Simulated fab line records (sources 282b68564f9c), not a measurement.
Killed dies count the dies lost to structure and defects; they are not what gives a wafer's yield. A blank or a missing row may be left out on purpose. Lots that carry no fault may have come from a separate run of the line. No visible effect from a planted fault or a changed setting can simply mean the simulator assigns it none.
Problem report in the 8D (eight disciplines) form, filled by code ; flow rit cmos ; the parts of the form that need people (team, actions taken, sign-off) are left out

== 1. PROBLEM STATEMENT ==
Across 12 wafers from 4 lots, NWELL_OVL at RIT_NWELL_OVL_MEAS_06 averages -150.1 nm, while fault-free wafers read 0.6 nm with a standard deviation of 1.3. That is -99 or more standard deviations from the usual mean.
First observed at day 4 10:25: wafer L179.2, on overlay-01. The record has a number at this step for 48 wafers belonging to 16 lots. By rule, "out" or "out of limits" means more than 4 standard deviations away from the usual mean. All remaining wafers that have a number are taken as sound.

== 2. WHAT IT IS, AND WHAT IT ISN'T ==
question;is;is not
which readings at this step;NWELL_OVL;-
which lots;L179, L181, L184, L186;L170, L171, L172, L173, L174, L175, L177, L178, L182, L188, L190, L191
which wafers of those lots;all that have a number;-
read on which gauges;overlay-01, overlay-02;-
when;from day 4 10:25;"up to then (24 sound wafers); but 12 sound wafers of L182, L188, L190, L191 came after"

== 3. THE SUSPECTS, EACH WITH WHAT RULES IT OUT ==
Counting: a tool at a process step up to the reading stays a suspect if it ran every lot that is out and no sound lot after the first of them.
- the gauge at RIT_NWELL_OVL_MEAS_06: ruled out. The wafers that are out were read on 2 gauges (overlay-01, overlay-02).
- iline stepper-02 at RIT_NWELL_EXPOSE_03 (exposes mask M2, target cd 43900 nm): kept. It ran every lot that is out, first L179 (day 4 09:59), and no sound lot after that; its last sound lot up to then is L178 (day 4 07:20).
Remaining after the count: iline stepper-02 at RIT_NWELL_EXPOSE_03.

== 4. THE CAUSE (what the simulator had put in) ==
Scanner matching overlay: iline stepper-02, from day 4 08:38 on, at RIT_NWELL_EXPOSE_03. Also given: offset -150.
After counting, this tool was the only one left.

== 5. THE EFFECT CHAIN, in route order ==
One row per reading whose mean, taken over the struck wafers that have a number, lies over 3 standard deviations from the usual. Only readings for which the record gives a usual standard deviation are gone through. hours: the time from each lot's start at the first step in this table that gives one to its start at this step, as a median over the lots. sigmas: the change in usual standard deviations.
hours;step;reading;usual;on struck wafers;change;sigmas
0;RIT_NWELL_OVL_MEAS_06;NWELL_OVL;0.6 nm;-150.1;-150.7;-99 or more

== 6. WHAT WOULD HAVE CAUGHT IT SOONER ==
2 hours passed between the start of the fault at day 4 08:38 and the first reading out of limits at a measuring or inspecting step in this record, taken at day 4 10:25.
Of the tool readings at RIT_NWELL_EXPOSE_03 for which the record gives a usual standard deviation, none was out on any struck wafer, so an alarm limit of 4 standard deviations on them would not have fired.
L181, L184, L186, from the lots that are out (4), started RIT_NWELL_EXPOSE_03 on iline stepper-02 later than day 4 10:25. A hold on the tool at that time would have spared those 3.
